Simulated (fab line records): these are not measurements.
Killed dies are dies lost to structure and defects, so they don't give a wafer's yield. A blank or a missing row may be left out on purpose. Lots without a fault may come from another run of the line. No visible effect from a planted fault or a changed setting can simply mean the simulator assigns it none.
What tool caused it? | flow rit cmos | 14 lots (42 wafers sampled), 1 step of a 202-step route

## WHAT EACH GAUGE READ, for each wafer
No reading from a measuring or inspecting step in the record can be judged against a usual standard deviation.

## WHICH TOOL RAN EACH LOT (tool, then ch and the chambers of the sampled wafers, then the start)
lot  | RIT_GATE_ANNEAL_06
L697 | furnace-01 ch 0, day 2 13:35
L698 | furnace-01 ch 0, day 2 16:23
L701 | furnace-03 ch 0, day 3 12:04
L702 | furnace-01 ch 0, day 3 15:32
L703 | furnace-02 ch 0, day 3 18:14
L707 | furnace-01, day 4 15:07
L708 | furnace-02, day 4 18:05
L714 | furnace-01 ch 0, day 5 22:02
L715 | furnace-02 ch 0, day 6 04:26
L716 | furnace-01 ch 0, day 6 09:18
L717 | furnace-02 ch 0, day 6 13:50
L718 | furnace-02 ch 0, day 6 21:08
L719 | furnace-03 ch 0, day 7 01:23
L720 | furnace-03 ch 0, day 7 05:12
- RIT_GATE_ANNEAL_06: time 600 s.

## AS READ BY THE TOOLS THEMSELVES (means over the sampled wafers that have a number; for cases with no such wafer, the mark the record gives instead)
RIT_GATE_ANNEAL_06.
lot  | tool       | run length s (s) | spike tc centre C (C) | zone power source pct (%)
L697 | furnace-01 | 861              | 902.7                 | 22.6
L698 | furnace-01 | 866              | 903.0                 | 22.4
L701 | furnace-03 | 871              | 902.5                 | 29.7
L702 | furnace-01 | 866              | 901.9                 | 22.5
L703 | furnace-02 | 872              | 901.7                 | 27.3
L707 | furnace-01 | -                | -                     | -
L708 | furnace-02 | -                | -                     | -
L714 | furnace-01 | 862              | 902.3                 | 22.5
L715 | furnace-02 | 877              | 902.5                 | 27.3
L716 | furnace-01 | 862              | 901.8                 | 22.6
L717 | furnace-02 | 865              | 902.5                 | 27.3
L718 | furnace-02 | 866              | 902.5                 | 27.5
L719 | furnace-03 | 872              | 902.2                 | 29.4
L720 | furnace-03 | 877              | 902.3                 | 29.8

## THE ANSWER, worked out from the rows above alone
Rule: the usual values come from the lots themselves. The widest of any qualifying gaps counts: lots, ordered by their means at a reading, are off when they make up no more than a third of the lots, leave a main group of 4 or more, and stand apart from it by 3 or more times the standard deviation of that group's means. A main group is skipped when, at the precision printed for the reading in the tables above, its means are all equal. A lot without any number at a reading at which 4 lots or more have one is off too. Where the step has rows for the other lots, those lots are counted as sound. The gauges are gone through in route order, then the tools' own readings, and for those a lot's mean is taken as printed above. At the first step where some lot is off, the reading lying furthest off is the one used; lots without a number count as furthest.
Off: L707, L708, at RIT_GATE_ANNEAL_06 (run length s). Without a number there: L707, L708. For the main group the mean is 868 s and the standard deviation 5.4.
A tool fits if, at that step or a process step before it, it ran every lot that is off, and no sound lot after the first of them. Not one of the candidates tried fits.

## WHAT THE SIMULATOR HAD INSERTED
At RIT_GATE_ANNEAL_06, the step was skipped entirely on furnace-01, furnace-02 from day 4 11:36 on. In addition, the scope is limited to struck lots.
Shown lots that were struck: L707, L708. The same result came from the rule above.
